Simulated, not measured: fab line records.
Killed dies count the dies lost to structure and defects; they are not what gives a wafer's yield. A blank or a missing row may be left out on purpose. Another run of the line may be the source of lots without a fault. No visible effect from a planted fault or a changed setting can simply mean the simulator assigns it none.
The same fault as seen by 2 desks	flow berkeley-cmos170	each desk holds nothing but its own numbers, with what lay behind them at the end

== FROM THE METROLOGY DESK ==
Means of the sampled wafers that have a number, per lot and without regard to the tool the lot ran on: this is what the gauges read. A lot is out of limits, marked OUT, if its mean lies more than 4 standard deviations from the usual mean; the brackets give that distance.
Columns: A = cd-nm at UCB170_M2_CD_MEAS_15, usual 700.2 nm
lot	first seen here	A
L706	day 7 22:45	701.9
L707	day 8 10:10	699.4
L712	day 8 19:06	701.4
L708	day 8 20:26	700.1
L709	day 8 20:44	699.8
L713	day 9 08:56	699.9
L715	day 9 09:04	700.6
L710	day 9 10:04	702.2
L714	day 9 10:22	698.3
L716	day 9 20:55	698.6
L717	day 10 00:44	700.1
L725	day 11 16:46	703.0
L727	day 11 17:00	699.7
L726	day 11 18:39	699.3
This desk found nothing out of limits on any of the 14 lots.

== AT THE TOOL OWNER'S DESK: cmp-02 ==
The tool's own readings at UCB170_V2_CMP_02 (polishes SiO2): means of the sampled wafers that have a number, for each lot that ran on this tool. A lot is out of limits, marked OUT, if its mean lies more than 4 standard deviations from the usual mean; the brackets give that distance.
Columns: A = motor-current-A at UCB170_V2_CMP_02, usual 16.4 A; B = retaining-ring-pressure-frac at UCB170_V2_CMP_02, usual 1.000
lot	first seen here	A	B
L706	day 7 23:33	17.1	1.001
L712	day 8 19:55	16.9	1.006
L713	day 9 09:47	17.1	1.004
L710	day 9 10:53	17.1	0.995
L716	day 9 21:43	17.1	0.999
L717	day 10 01:34	17.8	0.995
L725	day 11 17:36	16.5	1.002
L727	day 11 17:57	16.1	0.998
This desk found nothing out of limits on any of the 8 lots.

== PUT TOGETHER ==
From the metrology desk's view, nothing was out of limits.
Nothing out of limits was seen by the tool owner's desk.

== WHAT WAS PUT IN BY THE SIMULATOR ==
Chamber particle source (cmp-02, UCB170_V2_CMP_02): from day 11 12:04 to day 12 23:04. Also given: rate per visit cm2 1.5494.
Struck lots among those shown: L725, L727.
